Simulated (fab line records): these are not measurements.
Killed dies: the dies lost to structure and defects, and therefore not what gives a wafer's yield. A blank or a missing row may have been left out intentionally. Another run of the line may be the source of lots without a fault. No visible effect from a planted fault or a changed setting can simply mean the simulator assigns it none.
Which of the tools did it?    flow berkeleyCmos170    42 wafers from 14 lots sampled at 5 of the route's 331 steps

== WHAT THE GAUGES SHOWED, per wafer ==
UCB170_START_THK_MEAS_03.
lot   measured     on            START_OXIDE_THK (nm)
L850  day 2 01:01  filmMetro-04  19.8 20.0 20.5
L851  day 2 04:23  filmMetro-01  20.0 20.0 20.2
L852  day 2 10:11  filmMetro-01  19.7 20.0 20.3
L853  day 2 15:12  filmMetro-02  20.0 20.0 19.9
L854  day 2 20:38  filmMetro-01  20.2 19.9 19.8
L856  day 3 05:52  filmMetro-01  19.6 19.7 19.9
L857  day 3 10:52  filmMetro-01  19.8 19.9 19.6
L859  day 3 21:58  filmMetro-01  19.9 20.1 19.7
L865  day 5 03:47  filmMetro-04  19.8 20.0 19.7
L866  day 5 09:47  filmMetro-02  19.9 20.0 20.2
L867  day 5 13:47  filmMetro-01  20.6 20.2 20.1
L869  day 6 01:04  filmMetro-02  19.8 19.5 20.1
L870  day 6 06:52  filmMetro-01  20.0 20.0 20.0
L871  day 6 06:54  filmMetro-02  20.5 20.8 20.9

UCB170_SDANNEAL_RS_MEAS_03: uses a four-point probe to measure.
lot   measured      on            NSD_RS (ohm/sq)
L850  day 7 07:10   filmMetro-02  37.26 37.32 37.15
L851  day 7 16:37   filmMetro-01  37.19 37.13 37.11
L852  day 7 17:44   filmMetro-02  37.32 37.29 37.31
L853  day 7 16:07   filmMetro-02  37.35 37.31 37.28
L854  day 8 05:13   filmMetro-04  37.13 37.14 37.20
L856  day 8 06:31   filmMetro-02  37.31 37.33 37.36
L857  day 8 15:35   filmMetro-02  37.39 37.31 37.36
L859  day 8 20:46   filmMetro-04  37.28 37.22 37.13
L865  day 10 12:41  filmMetro-01  37.05 37.04 37.15
L866  day 10 12:14  filmMetro-02  37.35 37.29 37.38
L867  day 10 12:26  filmMetro-04  37.30 37.41 37.23
L869  day 11 14:18  filmMetro-01  37.19 37.15 37.21
L870  day 11 14:35  filmMetro-02  37.25 37.16 37.26
L871  day 11 14:44  filmMetro-01  37.27 37.19 37.21

UCB170_CONTACT_CD_MEAS_90 targets a cd of 700 nm.
lot   measured      on        cdNm (nm)
L850  day 7 13:25   cdSem-01  701.2 701.0 700.8
L851  day 8 00:43   cdSem-02  696.7 698.0 699.5
L852  day 8 00:53   cdSem-02  702.0 702.3 701.3
L853  day 7 21:36   cdSem-02  702.1 701.9 702.2
L854  day 8 11:16   cdSem-01  700.6 699.7 699.1
L856  day 8 13:29   cdSem-01  - - -
L857  day 8 23:13   cdSem-02  - - -
L859  day 9 04:08   cdSem-02  698.5 699.6 699.4
L865  day 10 18:40  cdSem-01  698.6 699.3 698.1
L866  day 10 17:47  cdSem-02  701.3 700.2 700.8
L867  day 10 18:32  cdSem-02  700.7 699.5 699.6
L869  day 11 19:07  cdSem-01  699.9 697.9 697.5
L870  day 11 20:56  cdSem-02  698.3 698.8 700.2
L871  day 11 21:10  cdSem-02  697.9 697.9 697.3

UCB170_M2_CD_MEAS_15 targets a cd of 700 nm.
lot   measured      on        cdNm (nm)
L850  day 8 03:25   cdSem-01  700.0 700.5 700.3
L851  day 8 13:36   cdSem-02  701.1 700.2 701.2
L852  day 8 13:17   cdSem-01  697.3 697.8 699.0
L853  day 8 08:07   cdSem-01  697.7 697.6 696.7
L854  day 8 22:29   cdSem-02  701.1 701.2 700.2
L859  day 9 14:57   cdSem-01  699.7 699.0 699.2
L865  day 11 05:23  cdSem-02  699.5 698.0 700.2
L866  day 11 05:50  cdSem-02  700.0 700.5 700.3
L867  day 11 05:14  cdSem-02  698.3 699.6 699.7
L869  day 12 07:45  cdSem-01  697.9 698.0 696.8
L870  day 12 08:05  cdSem-02  701.8 700.1 701.0
L871  day 12 08:23  cdSem-02  698.7 701.0 699.5

== TOOL THAT RAN EACH LOT (tool first, then ch and the chambers of the sampled wafers, then the start) ==
lot   UCB170_CONTACT_CVD_01
L850  lpcvd-01 ch 1, day 7 08:05
L851  lpcvd-01 ch 0, day 7 18:53
L852  lpcvd-01 ch 0, day 7 18:53
L853  lpcvd-01 ch 0, day 7 17:06
L854  lpcvd-02 ch 1, day 8 06:47
L856  lpcvd-01 ch 1, day 8 08:29
L857  lpcvd-02 ch 0, day 8 18:17
L859  lpcvd-02 ch 1, day 8 22:50
L865  lpcvd-02 ch 1, day 10 13:53
L866  lpcvd-01 ch 0, day 10 13:08
L867  lpcvd-02 ch 0, day 10 13:53
L869  lpcvd-02 ch 1, day 11 15:11
L870  lpcvd-01 ch 1, day 11 16:41
L871  lpcvd-01 ch 1, day 11 16:41
- UCB170_CONTACT_CVD_01: deposits PSG from SiH4/O2/PH3, target thk 700 nm, time 2820 s.

== WHAT THE TOOLS THEMSELVES READ (means of the sampled wafers that have a number; where no wafer has one, the mark that the record gives instead) ==
UCB170_CONTACT_CVD_01.
lot   tool      o2FlowSccm (sccm)  ph3FlowSccm (sccm)  sih4FlowSccm (sccm)  spikeTcSourceC (C)
L850  lpcvd-01  90.11              25.03               59.82                463
L851  lpcvd-01  90.10              24.89               60.10                477
L852  lpcvd-01  90.27              25.05               59.77                476
L853  lpcvd-01  89.79              24.97               59.90                476
L854  lpcvd-02  89.88              25.00               60.05                466
L856  lpcvd-01  -                  -                   -                    -
L857  lpcvd-02  -                  -                   -                    -
L859  lpcvd-02  90.03              24.96               60.12                467
L865  lpcvd-02  90.06              24.89               60.01                467
L866  lpcvd-01  89.84              25.12               60.08                476
L867  lpcvd-02  89.88              24.98               60.06                467
L869  lpcvd-02  89.99              25.03               60.16                467
L870  lpcvd-01  90.30              25.08               60.08                462
L871  lpcvd-01  89.78              24.99               59.80                462

== THE ANSWER, worked out from the rows above alone ==
Rule: what is usual is taken from the lots themselves. Put in order of their means at a reading, lots are off if they are a third of the lots or fewer, leave a main group of 4 or more, and stand apart from it by a gap of 3 or more times the standard deviation of the main group's means; of several such gaps the widest counts. A main group whose means are all the same, to the digits that the tables above print for the reading, isn't used. A lot without any number at a reading at which 4 lots or more have one is off too. The other lots that the step has rows for count as sound. First the gauges in route order, then the tools' own readings, where a lot's mean is used as printed above. At the first step where some lot is off, the reading lying furthest off is the one used; lots without a number count as furthest.
Off, at UCB170_CONTACT_CD_MEAS_90 on cdNm: L856, L857. Without a number there: L856, L857. Mean 699.7 nm and standard deviation 1.4 in the main group.
A tool fits if, at a process step before that reading, it ran every lot that is off, and no sound lot after the first of them. Not tried: the gauges at UCB170_CONTACT_CD_MEAS_90; whatever is off there is also off at UCB170_CONTACT_CVD_01, on other tools, and gauge error can't account for it. None of those tried fits.

== WHAT THE SIMULATOR PUT IN ==
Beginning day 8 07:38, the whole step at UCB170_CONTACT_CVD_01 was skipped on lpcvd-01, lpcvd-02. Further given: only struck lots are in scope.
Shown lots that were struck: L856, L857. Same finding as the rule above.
